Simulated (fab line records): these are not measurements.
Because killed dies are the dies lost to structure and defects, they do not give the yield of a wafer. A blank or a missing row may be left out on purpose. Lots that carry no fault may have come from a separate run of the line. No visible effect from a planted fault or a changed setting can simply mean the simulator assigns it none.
Which of the tools did it? | flow berkeley_cmos170 | 21 wafers from 7 lots sampled at 2 of the route's 331 steps

== WHAT THE GAUGES READ, wafer by wafer ==
UCB170_V2_CD_MEAS_12: the cd target is 700 nm.
lot  | measured     | on        | cd_nm (nm)
L996 | day 9 19:31  | cd_sem-01 | 699.4 700.4 699.9
L990 | day 9 19:47  | cd_sem-01 | 699.6 698.8 699.2
L101 | day 10 13:34 | cd_sem-02 | - - -
L102 | day 10 23:30 | cd_sem-02 | 699.9 699.3 699.6
L105 | day 12 08:25 | cd_sem-01 | 700.6 701.9 699.9
L108 | day 12 12:37 | cd_sem-01 | 700.3 701.4 699.4
L113 | day 13 10:01 | cd_sem-02 | 700.7 700.0 701.9

== EACH LOT AND THE TOOL THAT RAN IT (in order: tool; ch and the chambers of the sampled wafers; start) ==
lot  | UCB170_V2_DEVELOP_11
L996 | litho_track-03 ch 0, day 9 19:00
L990 | litho_track-04 ch 0, day 9 19:00
L101 | litho_track-04, day 10 13:00
L102 | litho_track-03 ch 0, day 10 23:00
L105 | litho_track-02 ch 0, day 12 08:00
L108 | litho_track-04 ch 0, day 12 12:00
L113 | litho_track-02 ch 0, day 13 09:00
- UCB170_V2_DEVELOP_11: develop time 45 s.

== THE ANSWER, worked out from the rows above alone ==
Rule: what is usual is taken from the lots themselves. Put in order of their means at a reading, lots are off if they are a third of the lots or fewer, leave a main group of 4 or more, and stand apart from it by a gap of 3 or more times the standard deviation of the main group's means; of several such gaps the widest counts. If all means in a main group match to the digits the tables above print for the reading, that group is not used. A lot without any number at a reading at which 4 lots or more have one is off too. All remaining lots with rows at the step are treated as sound.
Off: L101 (UCB170_V2_CD_MEAS_12, cd_nm). Without a number there: L101. For the main group the mean is 700.1 nm and the standard deviation 0.61.
A tool fits if, at a process step before that reading, it ran every lot that is off, and no sound lot after the first of them. Gauges at UCB170_V2_CD_MEAS_12: tried the same way as those tools. None of those tried fits.

== WHAT HAD BEEN PUT IN BY THE SIMULATOR ==
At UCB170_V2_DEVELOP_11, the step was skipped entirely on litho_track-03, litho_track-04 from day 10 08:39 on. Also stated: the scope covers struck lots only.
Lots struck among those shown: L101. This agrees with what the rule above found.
